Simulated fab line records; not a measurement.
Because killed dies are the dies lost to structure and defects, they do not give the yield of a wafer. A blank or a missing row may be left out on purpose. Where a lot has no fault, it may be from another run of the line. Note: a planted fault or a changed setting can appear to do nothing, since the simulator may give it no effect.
fab line records | flow rit-cmos
record lots=14 | wafers=42 | last-day=8
route steps=202 shown PLDD@116 M1@202
lots untouched by any fault: they come from a run of this same line in which no faults occurred
start-h: hours from the record's opening day to when the first of the lot's shown wafers began | wait-h: hours since the lot's step before | " identical to the entry in the row above | L1.1+2: a single row standing in for several wafers | - no value present, or no start provided | * or withheld: withheld | < > ~ a bound
route shown NAME@n: a module of which the file shows steps, and the number in the route of the first | usual: average and standard deviation across the fault-free wafers | same: alike in all rows | chamber/n: place in a boat | sites: the reading at each site | _std_site: their standard deviation | _edge_site: the outer-site mean with the inner-site mean subtracted | radius-mm: for every site, how far away it sits from the centre of the wafer | mask NAME#n: copy n | behind: tool/chamber where the wafer was last shaped | hold: why the lot went on hold/how many hours it stayed there/how the hold came to an end | device: the transistor (n, p or np) that didn't switch | end of line: the tests these same wafers got at the end of their route | step lacking rows: just its recipe | killed: dies that structure and defects cost at the first sort, which is not the same as the wafer's yield | map: shows each die of a wafer: x if killed, . if not, _ if none is there
set.NAME: the setting the step ran with; set.NAME@STEP: the setting that earlier step ran with | model.NAME: the simulator's own value behind a step, which no gauge read
steps of the route over a sample of lots; a table a step, a row a wafer
## steps
# step RIT_PLDD_SOFTBAKE_02
# recipe resist=NOVOLAK | temp-c=90 | time-s=60
# usual heater-power-total-W=34.56/0.049 | plate-temp-C=89.98/0.12
lot.wafer | tool           | chamber | start-h | wait-h | heater-power-total-W | plate-temp-C
L156.3    | litho-track-04 | 0       | 54.24   | 0.1    | 34.55                | 89.96
L156.4    | "              | 0       | "       | "      | 34.53                | 89.91
L156.6    | "              | 0       | "       | "      | 34.54                | 90.10
L157.1    | litho-track-02 | 0       | 56.74   | 0.1    | 34.53                | 90.04
L157.3    | "              | 0       | "       | "      | 34.58                | 89.96
L157.6    | "              | 0       | "       | "      | 34.57                | 89.88
L158.2    | litho-track-03 | 0       | 60.16   | 0.1    | 34.53                | 90.02
L158.4    | "              | 0       | "       | "      | 34.55                | 90.08
L158.6    | "              | 0       | "       | "      | 34.48                | 89.88
L159.1    | litho-track-02 | 0       | 67.84   | 0.1    | 34.59                | 89.89
L159.5    | "              | 0       | "       | "      | 34.55                | 90.08
L159.6    | "              | 0       | "       | "      | 34.55                | 90.00
L160.1    | litho-track-04 | 0       | 76.96   | 0.1    | 34.68                | 89.91
L160.5    | "              | 0       | "       | "      | 34.53                | 89.95
L160.6    | "              | 0       | "       | "      | 34.51                | 90.02
L162.1    | litho-track-04 | 0       | 82.05   | 0.1    | 34.56                | 89.92
L162.3    | "              | 0       | "       | "      | 34.52                | 89.69
L162.4    | "              | 0       | "       | "      | 34.58                | 89.96
L163.2    | litho-track-04 | 0       | 89.87   | 0.1    | 34.61                | 90.01
L163.4    | "              | 0       | "       | "      | 34.55                | 90.00
L163.6    | "              | 0       | "       | "      | 34.50                | 90.16
L164.1    | litho-track-02 | 0       | 94.11   | 0.1    | 34.48                | 90.10
L164.3    | "              | 0       | "       | "      | 34.66                | 89.98
L164.6    | "              | 0       | "       | "      | 34.51                | 90.24
L166.2    | litho-track-03 | 0       | 104.98  | 0.1    | 34.57                | 90.15
L166.4    | "              | 0       | "       | "      | 34.55                | 89.63
L166.6    | "              | 0       | "       | "      | 34.53                | 90.06
L167.1    | litho-track-03 | 0       | 114.22  | 0.1    | 34.53                | 89.85
L167.2    | "              | 0       | "       | "      | 34.58                | 90.02
L167.3    | "              | 0       | "       | "      | 34.51                | 90.13
L168.1    | litho-track-03 | 0       | 121.38  | 0.1    | 34.47                | 89.71
L168.2    | "              | 0       | "       | "      | 34.53                | 89.87
L168.6    | "              | 0       | "       | "      | 34.58                | 89.97
L170.1    | litho-track-03 | 0       | 139.22  | 0.1    | 30.79                | 82.94
L170.4    | "              | 0       | "       | "      | 30.78                | 83.08
L170.6    | "              | 0       | "       | "      | 30.72                | 83.00
L172.2    | litho-track-03 | 0       | 150.18  | 0.1    | 30.71                | 83.21
L172.3    | "              | 0       | "       | "      | 30.77                | 83.02
L172.5    | "              | 0       | "       | "      | 30.88                | 82.92
L174.2    | litho-track-02 | 0       | 164.82  | 0.1    | 34.65                | 90.17
L174.3    | "              | 0       | "       | "      | 34.62                | 89.88
L174.4    | "              | 0       | "       | "      | 34.60                | 90.04
# step RIT_M1_PROBE_99
# usual killed_at_M0_to_M3=0.0/0.14 | killed-at-contacts=0.1/0.3 | killed-at-front-end=7/3.1 | killed-dies=7/3.1 | killed-on-rim=1.9/1.5 | killed-open=3.8/2.3 | killed-short=3.2/1.9
# same gross-dies=264 | killed_at_M4_up=0 | killed-at-back-side=0 | killed-at-other=0
lot.wafer | tool      | chamber | start-h | wait-h | killed_at_M0_to_M3 | killed-at-contacts | killed-at-front-end | killed-dies | killed-on-rim | killed-open | killed-short
L156.3    | prober-02 | -       | 69.21   | 0.2    | 0                  | 0                  | 12                  | 12          | 4             | 7           | 5
L156.4    | prober-02 | -       | 69.26   | 0.2    | 0                  | 0                  | 3                   | 3           | 1             | 2           | 1
L156.6    | prober-02 | -       | 69.36   | 0.2    | 0                  | 0                  | 6                   | 6           | 4             | 4           | 2
L157.1    | prober-01 | -       | 71.52   | 0.1    | 0                  | 0                  | 6                   | 6           | 2             | 3           | 3
L157.3    | prober-01 | -       | 71.62   | 0.2    | 0                  | 0                  | 9                   | 9           | 3             | 4           | 5
L157.6    | prober-01 | -       | 71.77   | 0.2    | 0                  | 0                  | 6                   | 6           | 3             | 2           | 4
L158.2    | prober-02 | -       | 75.53   | 0.1    | 0                  | 0                  | 10                  | 10          | 1             | 6           | 4
L158.4    | prober-02 | -       | 75.63   | 0.2    | 0                  | 0                  | 2                   | 2           | 1             | 1           | 1
L158.6    | prober-02 | -       | 75.73   | 0.2    | 0                  | 0                  | 8                   | 8           | 1             | 6           | 2
L159.1    | prober-01 | -       | 82.76   | 0.1    | 0                  | 0                  | 8                   | 8           | 1             | 6           | 2
L159.5    | prober-01 | -       | 82.96   | 0.2    | 0                  | 0                  | 6                   | 6           | 3             | 5           | 1
L159.6    | prober-01 | -       | 83.01   | 0.2    | 0                  | 0                  | 11                  | 11          | 3             | 5           | 6
L160.1    | prober-02 | -       | 91.75   | 0.1    | 1                  | 0                  | 7                   | 8           | 3             | 3           | 5
L160.5    | prober-02 | -       | 91.95   | 0.2    | 0                  | 0                  | 6                   | 6           | 1             | 2           | 4
L160.6    | prober-02 | -       | 92.00   | 0.2    | 0                  | 0                  | 6                   | 6           | 0             | 3           | 3
L162.1    | prober-02 | -       | 96.91   | 0.1    | 0                  | 0                  | 9                   | 9           | 2             | 2           | 7
L162.3    | prober-02 | -       | 97.01   | 0.2    | 0                  | 0                  | 14                  | 14          | 3             | 8           | 6
L162.4    | prober-02 | -       | 97.06   | 0.2    | 0                  | 0                  | 10                  | 10          | 3             | 8           | 2
L163.2    | prober-01 | -       | 104.27  | 0.1    | 0                  | 1                  | 6                   | 7           | 0             | 4           | 3
L163.4    | prober-01 | -       | 104.37  | 0.2    | 0                  | 0                  | 8                   | 8           | 2             | 4           | 4
L163.6    | prober-01 | -       | 104.47  | 0.2    | 0                  | 0                  | 5                   | 5           | 1             | 4           | 1
L164.1    | prober-02 | -       | 108.49  | 0.1    | 0                  | 0                  | 6                   | 6           | 1             | 4           | 2
L164.3    | prober-02 | -       | 108.59  | 0.2    | 0                  | 0                  | 1                   | 1           | 0             | 1           | 0
L164.6    | prober-02 | -       | 108.74  | 0.2    | 0                  | 1                  | 7                   | 8           | 0             | 4           | 4
L166.2    | prober-02 | -       | 119.51  | 0.1    | 0                  | 0                  | 4                   | 4           | 0             | 3           | 1
L166.4    | prober-02 | -       | 119.61  | 0.2    | 0                  | 0                  | 12                  | 12          | 5             | 6           | 6
L166.6    | prober-02 | -       | 119.71  | 0.2    | 0                  | 0                  | 11                  | 11          | 2             | 8           | 3
L167.1    | prober-01 | -       | 128.48  | 0.1    | 0                  | 0                  | 7                   | 7           | 5             | 1           | 6
L167.2    | prober-01 | -       | 128.53  | 0.1    | 0                  | 0                  | 6                   | 6           | 1             | 4           | 2
L167.3    | prober-01 | -       | 128.58  | 0.2    | 0                  | 0                  | 6                   | 6           | 3             | 3           | 1
L168.1    | prober-02 | -       | 135.90  | 0.1    | 0                  | 0                  | 10                  | 10          | 4             | 5           | 5
L168.2    | prober-02 | -       | 135.95  | 0.1    | 0                  | 0                  | 6                   | 6           | 3             | 6           | 0
L168.6    | prober-02 | -       | 136.15  | 0.2    | 0                  | 0                  | 17                  | 17          | 9             | 14          | 3
L170.1    | prober-01 | -       | 153.93  | 0.1    | 0                  | 0                  | 4                   | 4           | 1             | 2           | 2
L170.4    | prober-01 | -       | 154.08  | 0.2    | 0                  | 0                  | 6                   | 6           | 2             | 1           | 5
L170.6    | prober-01 | -       | 154.18  | 0.2    | 0                  | 0                  | 8                   | 8           | 1             | 4           | 4
L172.2    | prober-01 | -       | 167.17  | 0.1    | 0                  | 1                  | 4                   | 5           | 1             | 1           | 4
L172.3    | prober-01 | -       | 167.22  | 0.2    | 0                  | 0                  | 12                  | 12          | 2             | 8           | 4
L172.5    | prober-01 | -       | 167.32  | 0.2    | 0                  | 1                  | 5                   | 6           | 1             | 3           | 3
L174.2    | prober-01 | -       | 181.94  | 0.1    | 0                  | 0                  | 8                   | 8           | 2             | 4           | 4
L174.3    | prober-01 | -       | 181.99  | 0.2    | 0                  | 0                  | 6                   | 6           | 2             | 5           | 1
L174.4    | prober-01 | -       | 182.04  | 0.2    | 0                  | 0                  | 13                  | 13          | 2             | 8           | 5
# killed by level:class
L156.3 FOX1:geometric-particle:open=3 SILICIDE:geometric-particle:open=3 FOX1:geometric-particle:short=2 GATE:geometric-particle:short=2 GATE:geometric-particle:open=1 REOX:geometric-particle:short=1
L156.4 FOX1:geometric-particle:open=1 GATE:geometric-particle:open=1 SILICIDE:geometric-particle:short=1
L156.6 GATE:geometric-particle:open=2 FOX1:geometric-particle:open=1 GATE:geometric-particle:short=1 SPACER:geometric-particle:short=1 SILICIDE:geometric-particle:open=1
L157.1 FOX2:geometric-particle:open=2 SILICIDE:geometric-particle:short=2 GATE:geometric-particle:open=1 GATE:geometric-particle:short=1
L157.3 FOX1:geometric-particle:open=2 GATE:geometric-particle:short=2 SPACER:geometric-particle:short=2 FOX2:geometric-particle:open=1 SILICIDE:geometric-particle:open=1 SILICIDE:geometric-particle:short=1
L157.6 GATE:geometric-particle:short=2 FOX1:geometric-particle:short=1 FOX2:geometric-particle:short=1 GATE:geometric-particle:open=1 REOX:geometric-particle:open=1
L158.2 SILICIDE:geometric-particle:open=3 ACTIVE:geometric-particle:short=1 FOX1:geometric-particle:short=1 FOX1:geometric-particle:open=1 REOX:geometric-particle:open=1 REOX:geometric-particle:short=1 SPACER:geometric-particle:short=1 SPACER:geometric-particle:open=1
L158.4 FOX2:geometric-particle:open=1 REOX:geometric-particle:short=1
L158.6 GATE:geometric-particle:open=2 SPACER:geometric-particle:open=2 FOX1:geometric-particle:short=1 REOX:geometric-particle:open=1 SILICIDE:geometric-particle:open=1 SILICIDE:geometric-particle:short=1
L159.1 GATE:geometric-particle:open=3 GATE:geometric-particle:short=2 ACTIVE:geometric-particle:open=1 FOX1:geometric-particle:open=1 REOX:geometric-particle:open=1
L159.5 FOX1:geometric-particle:open=2 SILICIDE:geometric-particle:open=2 FOX1:geometric-particle:short=1 GATE:geometric-particle:open=1
L159.6 GATE:geometric-particle:short=4 GATE:geometric-particle:open=3 FOX2:geometric-particle:open=1 FOX2:geometric-particle:short=1 REOX:geometric-particle:open=1 SILICIDE:geometric-particle:short=1
L160.1 GATE:geometric-particle:short=2 FOX1:geometric-particle:open=1 FOX2:geometric-particle:short=1 FOX2:geometric-particle:open=1 REOX:geometric-particle:short=1 SILICIDE:geometric-particle:open=1 M1:geometric-particle:short=1
L160.5 GATE:geometric-particle:short=2 FOX1:geometric-particle:open=1 REOX:geometric-particle:short=1 SILICIDE:geometric-particle:short=1 SILICIDE:geometric-particle:open=1
L160.6 FOX1:geometric-particle:short=2 GATE:geometric-particle:open=2 SILICIDE:geometric-particle:short=1 SILICIDE:geometric-particle:open=1
L162.1 GATE:geometric-particle:short=3 FOX1:geometric-particle:short=2 FOX1:geometric-particle:open=1 FOX2:geometric-particle:short=1 GATE:geometric-particle:open=1 SPACER:geometric-particle:short=1
L162.3 SPACER:geometric-particle:open=4 FOX1:geometric-particle:short=3 GATE:geometric-particle:open=2 SILICIDE:geometric-particle:short=2 GATE:geometric-particle:short=1 REOX:geometric-particle:open=1 SILICIDE:geometric-particle:open=1
L162.4 FOX1:geometric-particle:open=2 GATE:geometric-particle:open=2 SPACER:geometric-particle:open=2 FOX2:geometric-particle:short=1 REOX:geometric-particle:open=1 SPACER:geometric-particle:short=1 SILICIDE:geometric-particle:open=1
L163.2 FOX1:geometric-particle:short=2 GATE:geometric-particle:short=1 GATE:geometric-particle:open=1 SPACER:geometric-particle:open=1 SILICIDE:geometric-particle:open=1 CONTACT:geometric-particle:open=1
L163.4 GATE:geometric-particle:open=2 GATE:geometric-particle:short=2 SPACER:geometric-particle:open=2 FOX1:geometric-particle:short=1 SPACER:geometric-particle:short=1
L163.6 FOX2:geometric-particle:open=2 FOX2:geometric-particle:short=1 REOX:geometric-particle:open=1 SPACER:geometric-particle:open=1
L164.1 REOX:geometric-particle:short=2 FOX2:geometric-particle:open=1 GATE:geometric-particle:open=1 SPACER:geometric-particle:open=1 SILICIDE:geometric-particle:open=1
L164.3 GATE:geometric-particle:open=1
L164.6 SILICIDE:geometric-particle:short=2 FOX1:geometric-particle:open=1 FOX2:geometric-particle:short=1 GATE:geometric-particle:open=1 REOX:geometric-particle:short=1 SILICIDE:geometric-particle:open=1 CONTACT:geometric-particle:open=1
L166.2 REOX:geometric-particle:open=3 SPACER:geometric-particle:short=1
L166.4 GATE:geometric-particle:short=4 GATE:geometric-particle:open=3 SILICIDE:geometric-particle:open=2 FOX1:geometric-particle:short=1 REOX:geometric-particle:short=1 REOX:geometric-particle:open=1
L166.6 GATE:geometric-particle:open=5 GATE:geometric-particle:short=2 FOX2:geometric-particle:short=1 FOX2:geometric-particle:open=1 SPACER:geometric-particle:open=1 SILICIDE:geometric-particle:open=1
L167.1 GATE:geometric-particle:short=4 FOX1:geometric-particle:short=1 FOX2:geometric-particle:short=1 GATE:geometric-particle:open=1
L167.2 GATE:geometric-particle:open=2 SPACER:geometric-particle:open=2 GATE:geometric-particle:short=1 REOX:geometric-particle:short=1
L167.3 REOX:geometric-particle:open=2 NRETRO:coat-microbubble-printed=2 FOX1:geometric-particle:short=1 GATE:geometric-particle:open=1
L168.1 GATE:geometric-particle:short=2 REOX:geometric-particle:open=2 FOX2:geometric-particle:short=1 GATE:geometric-particle:open=1 SPACER:geometric-particle:short=1 SPACER:geometric-particle:open=1 SILICIDE:geometric-particle:open=1 SILICIDE:geometric-particle:short=1
L168.2 FOX2:geometric-particle:open=2 SPACER:geometric-particle:open=2 GATE:geometric-particle:open=1 SILICIDE:geometric-particle:open=1
L168.6 FOX2:geometric-particle:open=7 FOX1:geometric-particle:open=3 SILICIDE:geometric-particle:open=3 FOX1:geometric-particle:short=2 GATE:geometric-particle:short=1 GATE:geometric-particle:open=1
L170.1 GATE:geometric-particle:open=2 FOX1:geometric-particle:short=1 GATE:geometric-particle:short=1
L170.4 FOX2:geometric-particle:short=2 GATE:geometric-particle:short=2 FOX2:geometric-particle:open=1 SILICIDE:geometric-particle:short=1
L170.6 FOX2:geometric-particle:short=2 GATE:geometric-particle:open=2 FOX1:geometric-particle:open=1 FOX1:geometric-particle:short=1 REOX:geometric-particle:open=1 REOX:geometric-particle:short=1
L172.2 FOX1:geometric-particle:open=1 GATE:geometric-particle:short=1 REOX:geometric-particle:short=1 SPACER:geometric-particle:short=1 CONTACT:geometric-particle:short=1
L172.3 FOX2:geometric-particle:open=3 REOX:geometric-particle:short=2 SPACER:geometric-particle:open=2 FOX1:geometric-particle:open=1 FOX2:geometric-particle:short=1 GATE:geometric-particle:open=1 REOX:geometric-particle:open=1 SPACER:geometric-particle:short=1
L172.5 GATE:geometric-particle:short=2 FOX2:geometric-particle:open=1 GATE:geometric-particle:open=1 SPACER:geometric-particle:open=1 CONTACT:geometric-particle:short=1
L174.2 GATE:geometric-particle:short=2 REOX:geometric-particle:short=2 SPACER:geometric-particle:open=2 GATE:geometric-particle:open=1 SILICIDE:geometric-particle:open=1
L174.3 SPACER:geometric-particle:open=4 GATE:geometric-particle:open=1 GATE:geometric-particle:short=1
L174.4 REOX:geometric-particle:open=4 FOX1:geometric-particle:short=2 GATE:geometric-particle:open=2 REOX:geometric-particle:short=2 FOX1:geometric-particle:open=1 SPACER:geometric-particle:short=1 SILICIDE:geometric-particle:open=1
## key
first-sign step=RIT_PLDD_SOFTBAKE_02 | reading=heater-power-total-W | direction=down | sigmas=77 | usual=34.56 | struck=30.78
effect step=RIT_PLDD_SOFTBAKE_02 | reading=plate-temp-C | direction=down | sigmas=58 | usual=* | struck=*
met-at RIT_PLDD_SOFTBAKE_02
struck-lots L170,L172
tester-left-out L170,L172
onset-between 121.38 139.22
fault kind=process-parameter-drift | tool=litho-track-03 | chamber=- | onset-h=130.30 | steps=RIT_PLDD_SOFTBAKE_02 | channel=temp-c | offset=* | shape=step | end-h=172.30 | acts-in=* | stated=*
# tester-left-out: of these lots the tester's yield and bins aren't shown, on N5 and GAA mostly nor the transistor test; their killed dies are dies lost to structure and defects alone, not to doping, threshold or leakage, so they don't give the yield
